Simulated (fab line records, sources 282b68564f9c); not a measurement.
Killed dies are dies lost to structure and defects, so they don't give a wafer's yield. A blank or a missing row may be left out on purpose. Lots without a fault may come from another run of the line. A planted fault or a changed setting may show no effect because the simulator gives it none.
A struck lot beside a sound one | flow rit_cmos | 34 steps out of a route of 202
Sound: wafers L920.1, L920.3, L920.4. Struck: wafers L930.1, L930.4, L930.6. The cause comes at the end.
At each step with rows: each side's tool, then ch and its chambers, then its first start. Under that, the readings that differ: sound wafers | struck wafers | difference of the means | sigmas: that difference in standard deviations of wafers without a fault.
alike: readings whose means differ by less than 2 such deviations, and words and numbers that are the same on both sides. not compared: withheld readings, readings that some wafer has no value for, bounds like >300 that may hide the same value, and numbers for which the record gives no deviation and whose values overlap.
The two part at a step that has a row with sigmas, a row that says differs or no value, or rows on one side only. Numbers that don't overlap but have no deviation are shown without sigmas and don't part them. A reading that every wafer of one side lacks parts them only if that side has two wafers or more.

first, 2 steps without rows for these wafers: RIT_SPACER_CLEAN_02 (cleans in SC2, time 600 s); RIT_SPACER_CVD_03 (deposits Si3N4 from SiH2Cl2/NH3, target thk 250 nm, time 3300 s).
RIT_SPACER_THK_MEAS_04:
  sound on film_metro-03, day 4 01:26; struck on film_metro-03, day 6 06:56
  alike: SPACER_NITRIDE_THK
RIT_SPACER_ETCHBACK_05: etches Si3N4 in SF6/CHF3, stops on SiO2, target depth 250 nm, time 240 s.
  sound on rie_diel-03 ch 0,1,2, day 4 01:30; struck on rie_diel-03 ch 0,3, day 6 07:00
  alike: drypump_motor_current_A, oes_product_au, throttle_valve_pct
  not compared: rf_hours_counter_h
then, 6 steps without rows for these wafers: RIT_NSD_HMDS_00 (prime time 60 s); RIT_NSD_COAT_01 (resist thk 1000 nm); RIT_NSD_SOFTBAKE_02 (time 60 s); RIT_NSD_EXPOSE_03 (exposes mask M9, target cd 40700 nm); RIT_NSD_PEB_04; RIT_NSD_DEVELOP_05 (develop time 50 s).
RIT_NSD_OVL_MEAS_06:
  sound on overlay-02, day 4 02:35; struck on overlay-02, day 6 08:00
  alike: NSD_OVL
then, 1 step without rows for these wafers: RIT_NSD_HARDBAKE_07 (time 60 s).
RIT_NSD_IMPLANT_08:
  sound on implanter-04 ch 0, day 4 02:47; struck on implanter-01 ch 0, day 6 08:11
  reading                          | sound                         | struck                        | difference | sigmas
  dose_ions_cm2                    | 9.99e+14 9.994e+14 1.0005e+15 | 4.014e+14 3.989e+14 3.991e+14 | -5.998e+14 | -99 or more
  end_station_pressure_torr (Torr) | 7e-06 7.5e-06 7.7e-06         | 5.7e-06 6.2e-06 5.6e-06       | -1.6e-06   | -4
  faraday_current_uA               | 3245 3091 3169                | 1261 1242 1271                | -1910      | -29
  alike: tilt_deg
RIT_NSD_STRIP_09: strips in O2, time 180 s.
  sound on plasma_asher-04 ch 0,1, day 4 02:56; struck on plasma_asher-02 ch 0,1, day 6 08:20
  alike: drypump_motor_current_A
  not compared: rf_hours_counter_h
RIT_NSD_TW_MEAS_10:
  sound on film_metro-02, day 4 03:06; struck on film_metro-01, day 6 08:31
  reading | sound          | struck         | difference | sigmas
  NSD_TW  | 3102 3114 3119 | 2487 2466 2480 | -634       | -26
then, 6 steps without rows for these wafers: RIT_PSD_HMDS_00 (prime time 60 s); RIT_PSD_COAT_01 (resist thk 1000 nm); RIT_PSD_SOFTBAKE_02 (time 60 s); RIT_PSD_EXPOSE_03 (exposes mask M10, target cd 40900 nm); RIT_PSD_PEB_04; RIT_PSD_DEVELOP_05 (develop time 50 s).
RIT_PSD_OVL_MEAS_06:
  sound on overlay-01, day 4 04:01; struck on overlay-01, day 6 09:25
  alike: PSD_OVL
then, 2 steps without rows for these wafers: RIT_PSD_HARDBAKE_07 (time 60 s); RIT_PSD_IMPLANT_08.
RIT_PSD_STRIP_09: strips in O2, time 180 s.
  sound on plasma_asher-04 ch 0,1, day 4 04:21; struck on plasma_asher-03 ch 0, day 6 09:46
  alike: drypump_motor_current_A
  not compared: rf_hours_counter_h
RIT_PSD_TW_MEAS_10:
  sound on film_metro-01, day 4 04:32; struck on film_metro-02, day 6 09:56
  alike: PSD_TW
then, 3 steps without rows for these wafers: RIT_SDANNEAL_CLEAN_00 (cleans in SC1, time 600 s); RIT_SDANNEAL_CLEAN_01 (cleans in dHF, time 30 s); RIT_SDANNEAL_CLEAN_02 (cleans in SC2, time 600 s).
RIT_SDANNEAL_RTA_03: time 5 s.
  sound on rtp_anneal-01 ch 0, day 4 04:59; struck on rtp_anneal-01 ch 0, day 6 10:22
  alike: chamber_o2_ppm, wafer_temp_C_max
RIT_SDANNEAL_RS_MEAS_04: measures by four-point-probe.
  sound on film_metro-01, day 4 05:03; struck on film_metro-01, day 6 10:25
  alike: PSD_RS
RIT_SDANNEAL_RS_MEAS_05: measures by four-point-probe.
  sound on film_metro-01, day 4 05:10; struck on film_metro-01, day 6 10:32
  reading         | sound             | struck               | difference | sigmas
  NSD_RS (ohm/sq) | 85.16 84.80 84.79 | 176.21 177.88 177.44 | +92.26     | +99 or more
RIT_SDANNEAL_RS_MEAS_06: measures by four-point-probe.
  sound on film_metro-01, day 4 05:17; struck on film_metro-01, day 6 10:40
  alike: PLDD_RS
RIT_M1_PROBE_99:
  sound on prober-02, day 4 12:19; struck on prober-02, day 6 17:54
  alike: killed_at_front_end, killed_dies, killed_open, killed_short

WHERE THEY PART
First at RIT_NSD_IMPLANT_08; last, within this record, at RIT_SDANNEAL_RS_MEAS_05. Later steps at which nothing parts them and some readings are alike: RIT_SDANNEAL_RS_MEAS_06, RIT_M1_PROBE_99.

WHY: what the simulator had put in
Process parameter drift: implanter-01, from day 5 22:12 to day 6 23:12, at RIT_NSD_IMPLANT_08. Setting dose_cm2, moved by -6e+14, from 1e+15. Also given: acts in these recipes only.
